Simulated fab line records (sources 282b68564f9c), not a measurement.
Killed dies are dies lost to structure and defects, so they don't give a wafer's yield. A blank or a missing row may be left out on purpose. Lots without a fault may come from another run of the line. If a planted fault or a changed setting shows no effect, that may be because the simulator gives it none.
Which tool is to blame?	flow ritCmos	14 lots, 42 wafers sampled, at 3 steps of a route of 202

WHAT THE GAUGES SHOWED, per wafer
RIT_SILICIDE_RS_MEAS_02: measurement is done with a four-point probe.
lot	measured	on	SILICIDE_TI_RS (ohm/sq)
L801	day 3 04:01	filmMetro-01	47.7 47.4 49.0
L802	day 3 10:01	filmMetro-02	46.8 47.9 47.2
L803	day 3 13:56	filmMetro-01	48.4 48.3 48.1
L804	day 3 19:49	filmMetro-01	49.2 48.7 48.2
L805	day 4 05:26	filmMetro-02	48.7 48.2 48.3
L806	day 4 07:10	filmMetro-02	48.0 47.6 48.5
L810	day 5 04:22	filmMetro-04	167.1 177.5 164.2
L812	day 5 19:53	filmMetro-04	173.1 170.8 179.6
L814	day 6 02:47	filmMetro-02	47.3 47.8 48.2
L817	day 6 19:47	filmMetro-04	47.2 47.3 47.5
L818	day 7 06:29	filmMetro-01	47.6 47.8 47.7
L820	day 7 08:08	filmMetro-04	46.9 46.6 47.0
L823	day 8 03:28	filmMetro-04	48.0 48.0 47.6
L824	day 8 05:43	filmMetro-04	46.7 47.4 46.8

RIT_SILICIDE_THK_MEAS_03: measures by xrf.
lot	measured	on	SILICIDE_TI_THK (nm)
L801	day 3 04:08	filmMetro-01	30.5 30.7 30.0
L802	day 3 10:07	filmMetro-02	31.0 30.4 30.8
L803	day 3 14:03	filmMetro-01	30.2 30.3 30.5
L804	day 3 19:56	filmMetro-01	29.8 30.0 30.4
L805	day 4 05:34	filmMetro-02	30.0 30.3 30.1
L806	day 4 07:17	filmMetro-02	30.1 30.5 30.0
L810	day 5 04:29	filmMetro-04	11.7 11.2 11.7
L812	day 5 20:00	filmMetro-04	11.4 11.5 11.1
L814	day 6 02:55	filmMetro-02	30.8 30.6 30.2
L817	day 6 19:53	filmMetro-04	30.9 30.9 30.7
L818	day 7 06:35	filmMetro-01	30.7 30.6 30.6
L820	day 7 08:14	filmMetro-04	31.1 31.4 31.2
L823	day 8 03:35	filmMetro-04	30.6 30.7 30.9
L824	day 8 05:49	filmMetro-04	31.3 31.1 31.3

WHAT TOOL EACH LOT RAN ON (gives the tool, then ch and the chambers of the sampled wafers, and finally the start)
lot	RIT_SILICIDE_SPUTTER_01
L801	pvdSputter-02, day 3 03:52
L802	pvdSputter-02, day 3 09:50
L803	pvdSputter-01, day 3 13:47
L804	pvdSputter-02, day 3 19:39
L805	pvdSputter-01, day 4 05:17
L806	pvdSputter-03, day 4 07:00
L810	pvdSputter-02, day 5 04:13
L812	pvdSputter-02, day 5 19:44
L814	pvdSputter-03, day 6 02:38
L817	pvdSputter-03, day 6 19:37
L818	pvdSputter-01, day 7 06:18
L820	pvdSputter-03, day 7 07:56
L823	pvdSputter-01, day 8 03:19
L824	pvdSputter-03, day 8 05:32
- RIT_SILICIDE_SPUTTER_01: material Ti, target thk 30 nm, time 240 s.

AS READ BY THE TOOLS THEMSELVES (means over the sampled wafers that have a number; for cases with no such wafer, the mark the record gives instead)
RIT_SILICIDE_SPUTTER_01.
lot	tool	substrateTempC (C)	throttleValvePct (%)
L801	pvdSputter-02	25.04	29.9
L802	pvdSputter-02	24.87	31.4
L803	pvdSputter-01	25.08	29.6
L804	pvdSputter-02	24.98	31.4
L805	pvdSputter-01	24.94	29.8
L806	pvdSputter-03	24.86	29.5
L810	pvdSputter-02	24.94	31.4
L812	pvdSputter-02	24.98	31.3
L814	pvdSputter-03	25.09	29.6
L817	pvdSputter-03	24.94	29.6
L818	pvdSputter-01	24.97	29.1
L820	pvdSputter-03	24.91	29.6
L823	pvdSputter-01	24.98	29.7
L824	pvdSputter-03	25.04	29.9

THE ANSWER, worked out from the rows above alone
Rule: what is usual is taken from the lots themselves. Put in order of their means at a reading, lots are off if they are a third of the lots or fewer, leave a main group of 4 or more, and stand apart from it by a gap of 3 or more times the standard deviation of the main group's means; of several such gaps the widest counts. A main group is skipped when, at the precision printed for the reading in the tables above, its means are all equal. A lot without any number at a reading at which 4 lots or more have one is off too. Any other lot the step has rows for is counted as sound. Order of review: gauges by route order, followed by the tools' own readings, for which a lot's mean as printed above is used. The first step at which some lot is off is used, and at that step the reading that is off furthest; a lot without a number counts as furthest.
Off: L810, L812, at RIT_SILICIDE_RS_MEAS_02 (SILICIDE_TI_RS). Main group: mean 47.8 ohm/sq, sd 0.55.
A tool fits if, at a process step before that reading, it ran every lot that is off, and no sound lot after the first of them. The gauges at RIT_SILICIDE_RS_MEAS_02 aren't tried: what is off there is off at RIT_SILICIDE_SPUTTER_01 too, on other tools, and a gauge's error can't cause that. One fits: pvdSputter-02 at RIT_SILICIDE_SPUTTER_01. A fault onset in the window from L804 (day 3 19:39, its last sound lot) to L810 (day 5 04:13, its first lot off) fits.

WHAT THE SIMULATOR HAD INSERTED
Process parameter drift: pvdSputter-02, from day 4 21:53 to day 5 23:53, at RIT_SILICIDE_SPUTTER_01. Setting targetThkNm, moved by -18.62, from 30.
Lots struck among those shown: L810, L812. The rule above reached the same finding.
